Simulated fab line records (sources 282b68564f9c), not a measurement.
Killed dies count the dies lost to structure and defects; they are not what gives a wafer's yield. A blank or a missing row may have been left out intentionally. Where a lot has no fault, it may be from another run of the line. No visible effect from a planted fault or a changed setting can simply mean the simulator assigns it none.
fab line records / flow rit_cmos
[record] lots = 14 wafers = 42 last_day = 7
route steps=202 shown GATE@95 M1@202
lots that met no fault: taken from a fault-free run of the same line
start_h: hours from the record's first day to the start of the lot's first wafer shown / wait_h: hours elapsed since this lot's preceding step / " unchanged from the row above / L1.1+2: one row covering several wafers at once / - value missing, or start not given / * or withheld: withheld / < > ~ a bound
route shown NAME@n: NAME is a module with steps in the file, n the number in the route of the first one / usual: mean and standard deviation over wafers with no fault / same: alike in all rows / chamber/n: place in a boat / sites: per-site readings / _std_site: the values' standard deviation / _edge_site: inner sites' mean taken away from outer sites' mean / radius_mm: how far each site lies from the wafer's centre / mask NAME#n: copy n / behind: the last tool/chamber to shape the wafer / hold: cause of the lot's hold/its duration in hours/its outcome / device: the n, p or np transistor that did not switch / end of line: tests of these same wafers at the route's end / a step given without rows: its recipe and nothing more / killed: dies lost to structure and defects at the first sort, not the wafer's yield / map: the dies of a wafer, with x for killed, . for not killed, _ for no die there
set.NAME: the setting the step ran with; set.NAME@STEP: the setting that earlier step ran with / model.NAME: the simulator's own value behind a step, which no gauge read
a sample of lots followed through the steps of the route, with each step as a table and each wafer as a row
services: when a tool's chamber went out of use (start_h, in hours from the record's first day, below 0 if earlier), for how many hours, and the reason
[[steps]]
[step RIT_GATE_ETCH_19]
[recipe] chemistry = SF6/CHF3/O2 time_s = 172.7 SF6_flow_sccm = 30 CHF3_flow_sccm = 30 O2_flow_sccm = 5 target = poly-Si pressure_mtorr = 40 rf_w = 160 target_depth_a = 3125 over_etch_frac = 0.25 stop_on = SiO2
[usual] O2_flow_sccm = 5.002/0.016 drypump_motor_current_A = 5.8/0.62 oes_product_au = 0.845/0.011 throttle_valve_pct = 10.22/0.12
[same] over_etch_frac = 0.25 time_s = 172.7
lot.wafer=L316.1 tool=rie_si-01 chamber=3 start_h=45.32 wait_h=0.1 O2_flow_sccm=5.034 drypump_motor_current_A=5.6 oes_product_au=0.844 rf_hours_counter_h=142 throttle_valve_pct=10.20
lot.wafer=L316.2 tool=rie_si-01 chamber=0 start_h=45.32 wait_h=0.1 O2_flow_sccm=5.012 drypump_motor_current_A=5.1 oes_product_au=0.851 rf_hours_counter_h=146 throttle_valve_pct=10.21
lot.wafer=L316.6 tool=rie_si-01 chamber=2 start_h=45.32 wait_h=0.1 O2_flow_sccm=4.987 drypump_motor_current_A=5.0 oes_product_au=0.855 rf_hours_counter_h=- throttle_valve_pct=10.22
lot.wafer=L317.2 tool=rie_si-02 chamber=0 start_h=51.01 wait_h=0.1 O2_flow_sccm=5.019 drypump_motor_current_A=6.4 oes_product_au=0.845 rf_hours_counter_h=25 throttle_valve_pct=10.56
lot.wafer=L317.4 tool=rie_si-02 chamber=3 start_h=51.01 wait_h=0.1 O2_flow_sccm=5.008 drypump_motor_current_A=6.3 oes_product_au=0.872 rf_hours_counter_h=1 throttle_valve_pct=10.19
lot.wafer=L317.5 tool=rie_si-02 chamber=2 start_h=51.01 wait_h=0.1 O2_flow_sccm=5.008 drypump_motor_current_A=6.0 oes_product_au=0.836 rf_hours_counter_h=- throttle_valve_pct=10.23
lot.wafer=L318.2 tool=rie_si-01 chamber=0 start_h=54.72 wait_h=0.1 O2_flow_sccm=5.000 drypump_motor_current_A=5.1 oes_product_au=0.851 rf_hours_counter_h=146 throttle_valve_pct=10.23
lot.wafer=L318.4 tool=rie_si-01 chamber=3 start_h=54.72 wait_h=0.1 O2_flow_sccm=4.988 drypump_motor_current_A=5.6 oes_product_au=0.858 rf_hours_counter_h=142 throttle_valve_pct=10.20
lot.wafer=L318.6 tool=rie_si-01 chamber=3 start_h=54.72 wait_h=0.1 O2_flow_sccm=4.975 drypump_motor_current_A=5.6 oes_product_au=0.857 rf_hours_counter_h=- throttle_valve_pct=10.22
lot.wafer=L319.1 tool=rie_si-02 chamber=2 start_h=60.44 wait_h=0.1 O2_flow_sccm=4.985 drypump_motor_current_A=6.0 oes_product_au=0.834 rf_hours_counter_h=69 throttle_valve_pct=10.21
lot.wafer=L319.4 tool=rie_si-02 chamber=1 start_h=60.44 wait_h=0.1 O2_flow_sccm=5.001 drypump_motor_current_A=5.2 oes_product_au=0.844 rf_hours_counter_h=26 throttle_valve_pct=10.05
lot.wafer=L319.6 tool=rie_si-02 chamber=2 start_h=60.44 wait_h=0.1 O2_flow_sccm=4.997 drypump_motor_current_A=6.0 oes_product_au=0.838 rf_hours_counter_h=- throttle_valve_pct=10.23
lot.wafer=L320.1 tool=rie_si-01 chamber=2 start_h=67.49 wait_h=0.1 O2_flow_sccm=4.985 drypump_motor_current_A=5.0 oes_product_au=0.850 rf_hours_counter_h=126 throttle_valve_pct=10.22
lot.wafer=L320.3 tool=rie_si-01 chamber=1 start_h=67.49 wait_h=0.1 O2_flow_sccm=4.994 drypump_motor_current_A=6.8 oes_product_au=0.851 rf_hours_counter_h=65 throttle_valve_pct=10.21
lot.wafer=L320.6 tool=rie_si-01 chamber=3 start_h=67.49 wait_h=0.1 O2_flow_sccm=4.975 drypump_motor_current_A=5.6 oes_product_au=0.854 rf_hours_counter_h=- throttle_valve_pct=10.19
lot.wafer=L321.3 tool=rie_si-02 chamber=1 start_h=71.08 wait_h=0.1 O2_flow_sccm=4.999 drypump_motor_current_A=5.2 oes_product_au=0.852 rf_hours_counter_h=26 throttle_valve_pct=10.06
lot.wafer=L321.4 tool=rie_si-02 chamber=0 start_h=71.08 wait_h=0.1 O2_flow_sccm=4.998 drypump_motor_current_A=6.4 oes_product_au=0.837 rf_hours_counter_h=25 throttle_valve_pct=10.56
lot.wafer=L321.6 tool=rie_si-02 chamber=1 start_h=71.08 wait_h=0.1 O2_flow_sccm=4.998 drypump_motor_current_A=5.2 oes_product_au=0.844 rf_hours_counter_h=- throttle_valve_pct=10.05
lot.wafer=L324.1 tool=rie_si-01 chamber=2 start_h=89.06 wait_h=0.1 O2_flow_sccm=5.004 drypump_motor_current_A=5.0 oes_product_au=0.834 rf_hours_counter_h=126 throttle_valve_pct=10.23
lot.wafer=L324.2 tool=rie_si-01 chamber=3 start_h=89.06 wait_h=0.1 O2_flow_sccm=5.042 drypump_motor_current_A=5.7 oes_product_au=0.838 rf_hours_counter_h=143 throttle_valve_pct=10.20
lot.wafer=L324.3 tool=rie_si-01 chamber=1 start_h=89.06 wait_h=0.1 O2_flow_sccm=4.994 drypump_motor_current_A=6.9 oes_product_au=0.831 rf_hours_counter_h=65 throttle_valve_pct=10.20
lot.wafer=L325.3 tool=rie_si-02 chamber=3 start_h=91.82 wait_h=0.1 O2_flow_sccm=4.995 drypump_motor_current_A=6.4 oes_product_au=0.862 rf_hours_counter_h=2 throttle_valve_pct=10.20
lot.wafer=L325.4 tool=rie_si-02 chamber=1 start_h=91.82 wait_h=0.1 O2_flow_sccm=4.978 drypump_motor_current_A=5.2 oes_product_au=0.838 rf_hours_counter_h=26 throttle_valve_pct=10.05
lot.wafer=L325.5 tool=rie_si-02 chamber=0 start_h=91.82 wait_h=0.1 O2_flow_sccm=4.987 drypump_motor_current_A=6.4 oes_product_au=0.840 rf_hours_counter_h=- throttle_valve_pct=10.56
lot.wafer=L327.1 tool=rie_si-02 chamber=1 start_h=101.58 wait_h=0.1 O2_flow_sccm=5.025 drypump_motor_current_A=5.2 oes_product_au=0.837 rf_hours_counter_h=26 throttle_valve_pct=10.06
lot.wafer=L327.5 tool=rie_si-02 chamber=3 start_h=101.58 wait_h=0.1 O2_flow_sccm=4.983 drypump_motor_current_A=6.3 oes_product_au=0.861 rf_hours_counter_h=- throttle_valve_pct=10.18
lot.wafer=L327.6 tool=rie_si-02 chamber=0 start_h=101.58 wait_h=0.1 O2_flow_sccm=5.029 drypump_motor_current_A=6.4 oes_product_au=0.822 rf_hours_counter_h=- throttle_valve_pct=10.57
lot.wafer=L329.2 tool=rie_si-02 chamber=2 start_h=110.54 wait_h=0.1 O2_flow_sccm=5.012 drypump_motor_current_A=6.0 oes_product_au=0.830 rf_hours_counter_h=69 throttle_valve_pct=10.22
lot.wafer=L329.4 tool=rie_si-02 chamber=0 start_h=110.54 wait_h=0.1 O2_flow_sccm=4.989 drypump_motor_current_A=6.4 oes_product_au=0.830 rf_hours_counter_h=25 throttle_valve_pct=10.56
lot.wafer=L329.6 tool=rie_si-02 chamber=2 start_h=110.54 wait_h=0.1 O2_flow_sccm=4.992 drypump_motor_current_A=6.0 oes_product_au=0.819 rf_hours_counter_h=- throttle_valve_pct=10.22
lot.wafer=L332.2 tool=rie_si-01 chamber=0 start_h=122.84 wait_h=0.1 O2_flow_sccm=5.006 drypump_motor_current_A=5.1 oes_product_au=0.843 rf_hours_counter_h=147 throttle_valve_pct=10.21
lot.wafer=L332.3 tool=rie_si-01 chamber=2 start_h=122.84 wait_h=0.1 O2_flow_sccm=4.979 drypump_motor_current_A=5.0 oes_product_au=0.841 rf_hours_counter_h=126 throttle_valve_pct=10.22
lot.wafer=L332.4 tool=rie_si-01 chamber=1 start_h=122.84 wait_h=0.1 O2_flow_sccm=5.005 drypump_motor_current_A=6.9 oes_product_au=0.843 rf_hours_counter_h=66 throttle_valve_pct=10.20
lot.wafer=L334.2 tool=rie_si-01 chamber=2 start_h=132.80 wait_h=0.1 O2_flow_sccm=5.030 drypump_motor_current_A=5.0 oes_product_au=0.846 rf_hours_counter_h=126 throttle_valve_pct=10.23
lot.wafer=L334.4 tool=rie_si-01 chamber=3 start_h=132.80 wait_h=0.1 O2_flow_sccm=4.965 drypump_motor_current_A=5.6 oes_product_au=0.838 rf_hours_counter_h=- throttle_valve_pct=10.21
lot.wafer=L334.6 tool=rie_si-01 chamber=1 start_h=132.80 wait_h=0.1 O2_flow_sccm=4.981 drypump_motor_current_A=6.8 oes_product_au=0.852 rf_hours_counter_h=- throttle_valve_pct=10.19
lot.wafer=L336.2 tool=rie_si-01 chamber=2 start_h=142.94 wait_h=0.1 O2_flow_sccm=5.007 drypump_motor_current_A=5.0 oes_product_au=0.843 rf_hours_counter_h=126 throttle_valve_pct=10.24
lot.wafer=L336.4 tool=rie_si-01 chamber=3 start_h=142.94 wait_h=0.1 O2_flow_sccm=5.014 drypump_motor_current_A=5.6 oes_product_au=0.844 rf_hours_counter_h=143 throttle_valve_pct=10.20
lot.wafer=L336.6 tool=rie_si-01 chamber=1 start_h=142.94 wait_h=0.1 O2_flow_sccm=5.004 drypump_motor_current_A=6.8 oes_product_au=0.849 rf_hours_counter_h=- throttle_valve_pct=10.20
lot.wafer=L338.1 tool=rie_si-01 chamber=0 start_h=153.60 wait_h=0.1 O2_flow_sccm=4.993 drypump_motor_current_A=5.1 oes_product_au=0.860 rf_hours_counter_h=0 throttle_valve_pct=10.17
lot.wafer=L338.4 tool=rie_si-01 chamber=2 start_h=153.60 wait_h=0.1 O2_flow_sccm=5.020 drypump_motor_current_A=5.0 oes_product_au=0.858 rf_hours_counter_h=- throttle_valve_pct=10.24
lot.wafer=L338.5 tool=rie_si-01 chamber=1 start_h=153.60 wait_h=0.1 O2_flow_sccm=4.996 drypump_motor_current_A=6.8 oes_product_au=0.864 rf_hours_counter_h=- throttle_valve_pct=10.19
[step RIT_M1_PROBE_99]
[usual] killed_at_M0_to_M3 = 0.0/0.12 killed_at_contacts = 0.0/0.16 killed_at_front_end = 7.1/2.7 killed_dies = 7.2/2.7 killed_on_rim = 1.9/1.2 killed_open = 3.5/1.9 killed_short = 3.6/1.9
[same] gross_dies = 264 killed_at_M4_up = 0 killed_at_back_side = 0 killed_at_other = 0
lot.wafer=L319.1 tool=prober-02 chamber=- start_h=82.96 wait_h=0.1 killed_at_M0_to_M3=0 killed_at_contacts=0 killed_at_front_end=10 killed_dies=10 killed_on_rim=3 killed_open=5 killed_short=5
lot.wafer=L319.4 tool=prober-02 chamber=- start_h=83.11 wait_h=0.2 killed_at_M0_to_M3=0 killed_at_contacts=0 killed_at_front_end=9 killed_dies=9 killed_on_rim=1 killed_open=7 killed_short=2
lot.wafer=L319.6 tool=prober-02 chamber=- start_h=83.21 wait_h=0.2 killed_at_M0_to_M3=0 killed_at_contacts=0 killed_at_front_end=8 killed_dies=8 killed_on_rim=2 killed_open=2 killed_short=6
lot.wafer=L327.1 tool=prober-02 chamber=- start_h=121.84 wait_h=0.1 killed_at_M0_to_M3=0 killed_at_contacts=0 killed_at_front_end=23 killed_dies=23 killed_on_rim=10 killed_open=2 killed_short=4
lot.wafer=L327.5 tool=prober-02 chamber=- start_h=122.04 wait_h=0.2 killed_at_M0_to_M3=0 killed_at_contacts=0 killed_at_front_end=28 killed_dies=28 killed_on_rim=2 killed_open=2 killed_short=2
lot.wafer=L327.6 tool=prober-02 chamber=- start_h=122.09 wait_h=0.2 killed_at_M0_to_M3=0 killed_at_contacts=0 killed_at_front_end=34 killed_dies=34 killed_on_rim=1 killed_open=5 killed_short=3
lot.wafer=L329.2 tool=prober-02 chamber=- start_h=131.47 wait_h=0.1 killed_at_M0_to_M3=0 killed_at_contacts=0 killed_at_front_end=29 killed_dies=29 killed_on_rim=10 killed_open=3 killed_short=4
lot.wafer=L329.4 tool=prober-02 chamber=- start_h=131.57 wait_h=0.2 killed_at_M0_to_M3=0 killed_at_contacts=0 killed_at_front_end=33 killed_dies=33 killed_on_rim=4 killed_open=4 killed_short=4
lot.wafer=L329.6 tool=prober-02 chamber=- start_h=131.67 wait_h=0.2 killed_at_M0_to_M3=0 killed_at_contacts=0 killed_at_front_end=26 killed_dies=26 killed_on_rim=11 killed_open=2 killed_short=5
// killed by level:class
L319.1 GATE:geometric_particle:short=2 FOX1:geometric_particle:open=1 FOX1:geometric_particle:short=1 FOX2:geometric_particle:open=1 FOX2:geometric_particle:short=1 GATE:geometric_particle:open=1 REOX:geometric_particle:open=1 SPACER:geometric_particle:short=1
L319.4 SPACER:geometric_particle:open=2 SILICIDE:geometric_particle:open=2 FOX1:geometric_particle:open=1 FOX2:geometric_particle:open=1 GATE:geometric_particle:open=1 GATE:geometric_particle:short=1 SPACER:geometric_particle:short=1
L319.6 GATE:geometric_particle:short=3 SILICIDE:geometric_particle:short=2 FOX2:geometric_particle:open=1 GATE:geometric_particle:open=1 SPACER:geometric_particle:short=1
L327.1 GATE:unspecified=17 GATE:geometric_particle:short=2 REOX:geometric_particle:short=2 FOX1:geometric_particle:open=1 REOX:geometric_particle:open=1
L327.5 GATE:unspecified=24 FOX1:geometric_particle:open=2 FOX1:geometric_particle:short=1 GATE:geometric_particle:short=1
L327.6 GATE:unspecified=26 GATE:geometric_particle:open=3 FOX1:geometric_particle:short=2 SILICIDE:geometric_particle:open=2 GATE:geometric_particle:short=1
L329.2 GATE:unspecified=22 GATE:geometric_particle:short=2 GATE:geometric_particle:open=2 FOX1:geometric_particle:short=1 REOX:geometric_particle:open=1 REOX:geometric_particle:short=1
L329.4 GATE:unspecified=24 GATE:geometric_particle:short=3 GATE:geometric_particle:open=1 REOX:geometric_particle:open=1 REOX:geometric_particle:short=1 SPACER:geometric_particle:open=1 SILICIDE:geometric_particle:open=1 PLDD:coat_microbubble_printed=1
L329.6 GATE:unspecified=19 SPACER:geometric_particle:short=3 GATE:geometric_particle:open=2 GATE:geometric_particle:short=1 REOX:geometric_particle:short=1
[[services]]
tool=rie_si-02 chamber=- start_h=38.38 hours=2.8 kind=pm
tool=rie_si-01 chamber=- start_h=68.70 hours=0.4 kind=repair
tool=rie_si-02 chamber=1 start_h=93.27 hours=1.1 kind=repair
tool=rie_si-01 chamber=0 start_h=125.75 hours=- kind=clean
tool=rie_si-01 chamber=0 start_h=125.75 hours=14.6 kind=scheduled_down
tool=rie_si-01 chamber=0 start_h=125.75 hours=14.6 kind=vent_cycle
tool=rie_si-02 chamber=0 start_h=130.83 hours=4.8 kind=repair
tool=rie_si-02 chamber=0 start_h=136.24 hours=5.9 kind=repair
tool=rie_si-01 chamber=3 start_h=145.45 hours=- kind=clean
tool=rie_si-01 chamber=3 start_h=145.45 hours=21.2 kind=scheduled_down
tool=rie_si-01 chamber=3 start_h=145.45 hours=21.2 kind=vent_cycle
[[key]]
[first_sign] step = RIT_M1_PROBE_99 reading = killed_at_front_end direction = up sigmas = 8 usual = 7.1 struck = 28.8
[effect] step = RIT_M1_PROBE_99 reading = killed_dies direction = up sigmas = 8 usual = 7.2 struck = 28.8
met_at RIT_GATE_ETCH_19
struck_lots L327,L329
tester_left_out L327,L329
onset_between 91.82 101.58
[fault] kind = chamber_particle_source tool = rie_si-02 chamber = - onset_h = 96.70 steps = RIT_GATE_ETCH_19 rate_per_visit_cm2 = 0.5164 end_h = 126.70
// tester_left_out: of these lots the tester's yield and bins aren't shown, on N5 and GAA mostly nor the transistor test; their killed dies are dies lost to structure and defects alone, not to doping, threshold or leakage, so they don't give the yield
